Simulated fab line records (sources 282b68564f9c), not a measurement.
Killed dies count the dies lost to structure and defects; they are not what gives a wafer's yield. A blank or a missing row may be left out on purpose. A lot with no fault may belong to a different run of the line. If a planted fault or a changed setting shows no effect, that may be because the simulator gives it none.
Problem report in the 8D (eight disciplines) form, filled by code	flow rit_cmos	the parts of the form that need people (team, actions taken, sign-off) are left out

## 1. THE PROBLEM
Mean NWELL_RS at RIT_WELLDRIVE_RS_MEAS_01: 282.4 ohm/sq over 6 wafers in 2 lots; fault-free wafers: 275.6 ohm/sq, standard deviation 0.68. That is +10 standard deviations from the usual mean.
The step: measures by four-point-probe.
The first sign was on wafer L383.1 at day 4 06:29, on film_metro-01. The record has a number at this step for 42 wafers belonging to 14 lots. Rule for "out", or "out of limits": more than 4 standard deviations from the usual mean. The other wafers with a number count as sound.

## 2. WHAT IT IS, WHAT IT ISN'T
question	is	is not
which readings at this step	NWELL_RS	-
which lots	L383, L384	L375, L376, L378, L379, L380, L381, L382, L385, L389, L392, L394, L396
which wafers of those lots	all that have a number	-
read on which gauges	film_metro-01, film_metro-02	film_metro-03
when	from day 4 06:29	up to then (21 sound wafers); but 15 sound wafers of L385, L389, L392, L394, L396 came after

## 3. WHAT RULES OUT EACH SUSPECT
Counting: a tool at any process step up to the reading remains a suspect when it ran all the lots that are out and ran no sound lot after the first of those.
- the gauge at RIT_WELLDRIVE_RS_MEAS_01: ruled out. Those wafers that are out were read across 2 gauges (film_metro-01, film_metro-02).
- implanter-02 at RIT_NWELL_IMPLANT_08: ruled out as a lasting fault. After its first lot that is out, L383 (day 3 23:17), sound lots L396 ran on it.
Left after counting: nothing in the record.

## 4. THE CAUSE (what the simulator had put in)
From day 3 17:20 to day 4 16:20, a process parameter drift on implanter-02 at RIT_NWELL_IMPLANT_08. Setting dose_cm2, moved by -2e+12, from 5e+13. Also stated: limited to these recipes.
It was ruled out by counting, in error; the rule expects a fault to strike all lots run on its tool from its start on, and this fault did not.

## 5. THE CHAIN OF EFFECTS, in route order
Each row: a reading where the mean over the struck wafers with a number is more than 3 standard deviations away from the usual. Only readings for which the record gives a usual standard deviation are gone through. hours: the time from each lot's start at the first step in this table that gives one to its start at this step, as a median over the lots. sigmas: the change in usual standard deviations.
hours	step	reading	usual	on struck wafers	change	sigmas
0	RIT_NWELL_IMPLANT_08	dose_ions_cm2	5.001e+13	4.806e+13	-1.950e+12	-35
8	RIT_WELLDRIVE_RS_MEAS_01	NWELL_RS	275.6 ohm/sq	282.4	+6.8	+10
It contains these process steps:
- RIT_NWELL_IMPLANT_08
At these later measuring or inspecting steps, every struck wafer for which the step has a row has a number for every such reading, and none has moved that far: RIT_GATE_CD_MEAS_16, RIT_PSD_OVL_MEAS_06.

## 6. WHAT WOULD HAVE CAUGHT IT SOONER
Counted from the fault's start at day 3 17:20, it took 13 hours until the first out-of-limits reading at a measuring or inspecting step in this record, taken at day 4 06:29.
The tool's own readings at RIT_NWELL_IMPLANT_08 were out on every struck wafer that the step has a row for (dose_ions_cm2): an alarm limit on them would have fired on the first of those.
